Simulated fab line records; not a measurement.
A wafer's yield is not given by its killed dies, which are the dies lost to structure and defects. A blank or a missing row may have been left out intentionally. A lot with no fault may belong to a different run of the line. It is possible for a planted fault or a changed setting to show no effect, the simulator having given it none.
Which tool was responsible? || flow rit_cmos || 7 lots with 21 wafers sampled at 2 steps, on a route of 202 steps

== WHAT EACH GAUGE READ, for each wafer ==
RIT_FOX2_THK_MEAS_91.
{"lot": "L920", "measured": "day 2 13:31", "on": "film_metro-03", "FIELD_OXIDE_LEFT_2_THK (nm)": "246 261 250"}
{"lot": "L923", "measured": "day 3 06:27", "on": "film_metro-04", "FIELD_OXIDE_LEFT_2_THK (nm)": "253 253 258"}
{"lot": "L929", "measured": "day 4 12:24", "on": "film_metro-01", "FIELD_OXIDE_LEFT_2_THK (nm)": "255 255 254"}
{"lot": "L934", "measured": "day 5 12:07", "on": "film_metro-01", "FIELD_OXIDE_LEFT_2_THK (nm)": "253 250 242"}
{"lot": "L937", "measured": "day 6 04:19", "on": "film_metro-03", "FIELD_OXIDE_LEFT_2_THK (nm)": "320 326 318"}
{"lot": "L939", "measured": "day 6 12:37", "on": "film_metro-04", "FIELD_OXIDE_LEFT_2_THK (nm)": "313 316 314"}
{"lot": "L941", "measured": "day 6 22:49", "on": "film_metro-01", "FIELD_OXIDE_LEFT_2_THK (nm)": "257 259 260"}

== WHAT TOOL EACH LOT RAN ON (gives the tool, then ch and the chambers of the sampled wafers, and finally the start) ==
{"lot": "L920", "RIT_GATE_WET_ETCH_00": "wet_bench-04 ch 2, day 2 13:05"}
{"lot": "L923", "RIT_GATE_WET_ETCH_00": "wet_bench-02 ch 3, day 3 06:01"}
{"lot": "L929", "RIT_GATE_WET_ETCH_00": "wet_bench-04 ch 0, day 4 11:56"}
{"lot": "L934", "RIT_GATE_WET_ETCH_00": "wet_bench-04 ch 0, day 5 11:41"}
{"lot": "L937", "RIT_GATE_WET_ETCH_00": "wet_bench-04 ch 0, day 6 03:54"}
{"lot": "L939", "RIT_GATE_WET_ETCH_00": "wet_bench-03 ch 1, day 6 12:11"}
{"lot": "L941", "RIT_GATE_WET_ETCH_00": "wet_bench-03 ch 0, day 6 22:23"}
- RIT_GATE_WET_ETCH_00: etches SiO2 in BOE, target depth 56 nm, time 60 s.

== THE ANSWER, worked out from the rows above alone ==
Rule: what is usual is taken from the lots themselves. The widest of any qualifying gaps counts: lots, ordered by their means at a reading, are off when they make up no more than a third of the lots, leave a main group of 4 or more, and stand apart from it by 3 or more times the standard deviation of that group's means. A main group whose means are all the same, to the digits that the tables above print for the reading, isn't used. A lot without any number at a reading at which 4 lots or more have one is off too. Any other lot the step has rows for is counted as sound.
Off: L937, L939, seen at RIT_FOX2_THK_MEAS_91 (FIELD_OXIDE_LEFT_2_THK). Mean 254 nm and standard deviation 3.4 in the main group.
A tool fits if, at a process step before that reading, it ran every lot that is off, and no sound lot after the first of them. The gauges at RIT_FOX2_THK_MEAS_91 are tried like those tools. None of those tried fits.

== WHAT HAD BEEN PUT IN BY THE SIMULATOR ==
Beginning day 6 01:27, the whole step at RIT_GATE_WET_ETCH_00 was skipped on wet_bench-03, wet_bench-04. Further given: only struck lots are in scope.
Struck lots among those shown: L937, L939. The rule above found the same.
